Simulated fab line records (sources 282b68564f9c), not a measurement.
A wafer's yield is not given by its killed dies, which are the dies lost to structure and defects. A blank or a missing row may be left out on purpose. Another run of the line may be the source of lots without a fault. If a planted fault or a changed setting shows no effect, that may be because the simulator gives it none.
What tool caused it? / flow rit cmos / Sampling: 9 lots, 27 wafers, 2 of 202 route steps

== WHAT EACH GAUGE READ, for each wafer ==
No reading from a measuring or inspecting step in the record can be judged against a usual standard deviation.

== TOOL THAT RAN EACH LOT (tool first, then ch and the chambers of the sampled wafers, then the start) ==
lot=L848; RIT_M1_ANNEAL_15=furnace-02 ch 0, day 3 10:34; RIT_M1_PROBE_99=prober-01, day 3 12:11
lot=L849; RIT_M1_ANNEAL_15=furnace-02 ch 0, day 3 19:25; RIT_M1_PROBE_99=prober-02, day 3 21:02
lot=L850; RIT_M1_ANNEAL_15=furnace-02 ch 0, day 3 23:32; RIT_M1_PROBE_99=prober-01, day 4 01:12
lot=L851; RIT_M1_ANNEAL_15=furnace-02 ch 0, day 4 05:05; RIT_M1_PROBE_99=prober-02, day 4 06:42
lot=L852; RIT_M1_ANNEAL_15=furnace-02 ch 0, day 4 07:31; RIT_M1_PROBE_99=prober-01, day 4 09:08
lot=L853; RIT_M1_ANNEAL_15=furnace-02 ch 0, day 4 12:55; RIT_M1_PROBE_99=prober-02, day 4 14:32
lot=L854; RIT_M1_ANNEAL_15=furnace-02 ch 0, day 4 19:25; RIT_M1_PROBE_99=prober-01, day 4 21:02
lot=L870; RIT_M1_ANNEAL_15=furnace-02 ch 0, day 8 02:50; RIT_M1_PROBE_99=prober-01, day 8 04:28
lot=L871; RIT_M1_ANNEAL_15=furnace-02 ch 0, day 8 07:16; RIT_M1_PROBE_99=prober-02, day 8 08:53
- RIT_M1_ANNEAL_15: time 1800 s.
- RIT_M1_PROBE_99

== WHAT THE TOOLS THEMSELVES READ (means of the sampled wafers that have a number; where no wafer has one, the mark that the record gives instead) ==
RIT_M1_ANNEAL_15.
lot=L848; tool=furnace-02; spike tc centre C (C)=451.2; spike tc load C (C)=466.2; spike tc source C (C)=473.6; tube center temp C (C)=450; tube_center_temp_C_max=451.18; zone power centre pct (%)=21.18; zone power load pct (%)=6.42; zone power source pct (%)=8.18
lot=L849; tool=furnace-02; spike tc centre C (C)=451.6; spike tc load C (C)=465.6; spike tc source C (C)=475.4; tube center temp C (C)=450; tube_center_temp_C_max=451.24; zone power centre pct (%)=20.94; zone power load pct (%)=6.45; zone power source pct (%)=8.18
lot=L850; tool=furnace-02; spike tc centre C (C)=451.4; spike tc load C (C)=465.6; spike tc source C (C)=474.7; tube center temp C (C)=450; tube_center_temp_C_max=451.12; zone power centre pct (%)=21.23; zone power load pct (%)=6.47; zone power source pct (%)=8.09
lot=L851; tool=furnace-02; spike tc centre C (C)=451.5; spike tc load C (C)=465.4; spike tc source C (C)=475.0; tube center temp C (C)=450; tube_center_temp_C_max=451.01; zone power centre pct (%)=21.11; zone power load pct (%)=6.41; zone power source pct (%)=8.19
lot=L852; tool=furnace-02; spike tc centre C (C)=452.7; spike tc load C (C)=466.0; spike tc source C (C)=474.9; tube center temp C (C)=450; tube_center_temp_C_max=451.06; zone power centre pct (%)=21.27; zone power load pct (%)=6.36; zone power source pct (%)=8.19
lot=L853; tool=furnace-02; spike tc centre C (C)=496.4; spike tc load C (C)=510.6; spike tc source C (C)=520.1; tube center temp C (C)=495; tube_center_temp_C_max=496.14; zone power centre pct (%)=23.48; zone power load pct (%)=7.43; zone power source pct (%)=9.52
lot=L854; tool=furnace-02; spike tc centre C (C)=497.6; spike tc load C (C)=511.1; spike tc source C (C)=519.8; tube center temp C (C)=495; tube_center_temp_C_max=496.17; zone power centre pct (%)=23.32; zone power load pct (%)=7.44; zone power source pct (%)=9.61
lot=L870; tool=furnace-02; spike tc centre C (C)=451.7; spike tc load C (C)=466.0; spike tc source C (C)=473.9; tube center temp C (C)=450; tube_center_temp_C_max=451.14; zone power centre pct (%)=21.12; zone power load pct (%)=6.32; zone power source pct (%)=8.20
lot=L871; tool=furnace-02; spike tc centre C (C)=451.9; spike tc load C (C)=465.1; spike tc source C (C)=472.9; tube center temp C (C)=450; tube_center_temp_C_max=451.11; zone power centre pct (%)=21.08; zone power load pct (%)=6.41; zone power source pct (%)=8.21

RIT_M1_PROBE_99.
lot=L848; tool=prober-01; defect limited yield (%)=98.4; killed_at_M0_to_M3=0.0; killed at contacts=0.0; killed at front end=4.3; killed dies=4.3; killed open=2.7; killed short=1.7; sort_bin_3_pad_short (%)=0.1; sort_bin_5_function (%)=1.0; sort_bin_6_memory (%)=0.5; sort n pass=259.7; sort yield pct (%)=98.4
lot=L849; tool=prober-02; defect limited yield (%)=96.8; killed_at_M0_to_M3=0.0; killed at contacts=0.7; killed at front end=7.7; killed dies=8.3; killed open=4.3; killed short=4.0; sort_bin_3_pad_short (%)=0.5; sort_bin_5_function (%)=1.5; sort_bin_6_memory (%)=1.1; sort n pass=255.7; sort yield pct (%)=96.8
lot=L850; tool=prober-01; defect limited yield (%)=97.1; killed_at_M0_to_M3=0.0; killed at contacts=0.3; killed at front end=7.3; killed dies=7.7; killed open=4.7; killed short=3.0; sort_bin_3_pad_short (%)=0.3; sort_bin_5_function (%)=1.9; sort_bin_6_memory (%)=0.8; sort n pass=256.3; sort yield pct (%)=97.1
lot=L851; tool=prober-02; defect limited yield (%)=97.3; killed_at_M0_to_M3=0.0; killed at contacts=0.0; killed at front end=7.0; killed dies=7.0; killed open=3.0; killed short=4.0; sort_bin_3_pad_short (%)=0.1; sort_bin_5_function (%)=1.4; sort_bin_6_memory (%)=1.1; sort n pass=257.0; sort yield pct (%)=97.3
lot=L852; tool=prober-01; defect limited yield (%)=97.4; killed_at_M0_to_M3=0.0; killed at contacts=0.0; killed at front end=7.0; killed dies=7.0; killed open=3.3; killed short=3.7; sort_bin_3_pad_short (%)=0.1; sort_bin_5_function (%)=1.4; sort_bin_6_memory (%)=1.2; sort n pass=257.0; sort yield pct (%)=97.4
lot=L853; tool=prober-02; defect limited yield (%)=95.7; killed_at_M0_to_M3=0.0; killed at contacts=0.0; killed at front end=11.3; killed dies=11.3; killed open=5.7; killed short=5.7; sort_bin_3_pad_short (%)=0.3; sort_bin_5_function (%)=1.6; sort_bin_6_memory (%)=2.4; sort n pass=252.7; sort yield pct (%)=95.7
lot=L854; tool=prober-01; defect limited yield (%)=97.9; killed_at_M0_to_M3=0.0; killed at contacts=0.0; killed at front end=5.7; killed dies=5.7; killed open=3.0; killed short=2.7; sort_bin_3_pad_short (%)=0.3; sort_bin_5_function (%)=1.3; sort_bin_6_memory (%)=0.6; sort n pass=258.3; sort yield pct (%)=97.9
lot=L870; tool=prober-01; defect limited yield (%)=97.1; killed_at_M0_to_M3=0.0; killed at contacts=0.0; killed at front end=7.7; killed dies=7.7; killed open=4.0; killed short=3.7; sort_bin_3_pad_short (%)=0.1; sort_bin_5_function (%)=1.4; sort_bin_6_memory (%)=1.4; sort n pass=256.3; sort yield pct (%)=97.1
lot=L871; tool=prober-02; defect limited yield (%)=97.1; killed_at_M0_to_M3=0.3; killed at contacts=0.0; killed at front end=7.3; killed dies=7.7; killed open=4.0; killed short=3.7; sort_bin_3_pad_short (%)=0.1; sort_bin_5_function (%)=1.4; sort_bin_6_memory (%)=1.4; sort n pass=256.3; sort yield pct (%)=97.1

== THE ANSWER, worked out from the rows above alone ==
Rule: what is usual is taken from the lots themselves. The widest of any qualifying gaps counts: lots, ordered by their means at a reading, are off when they make up no more than a third of the lots, leave a main group of 4 or more, and stand apart from it by 3 or more times the standard deviation of that group's means. Not used: any main group whose means are identical at the precision the tables above print for the reading. Also off: a lot with no number at a reading for which 4 or more lots have one. The other lots that the step has rows for count as sound. The gauges are gone through in route order, then the tools' own readings, and for those a lot's mean is taken as printed above. The first step at which some lot is off is used, and at that step the reading that is off furthest; a lot without a number counts as furthest.
Off, at RIT_M1_ANNEAL_15 on tube_center_temp_C_max: L853, L854. The main group has a mean of 451.12 with a standard deviation of 0.07.
A tool fits if, at that step or a process step before it, it ran every lot that is off, and no sound lot after the first of them. Not one of the candidates tried fits.

== WHAT HAD BEEN PUT IN BY THE SIMULATOR ==
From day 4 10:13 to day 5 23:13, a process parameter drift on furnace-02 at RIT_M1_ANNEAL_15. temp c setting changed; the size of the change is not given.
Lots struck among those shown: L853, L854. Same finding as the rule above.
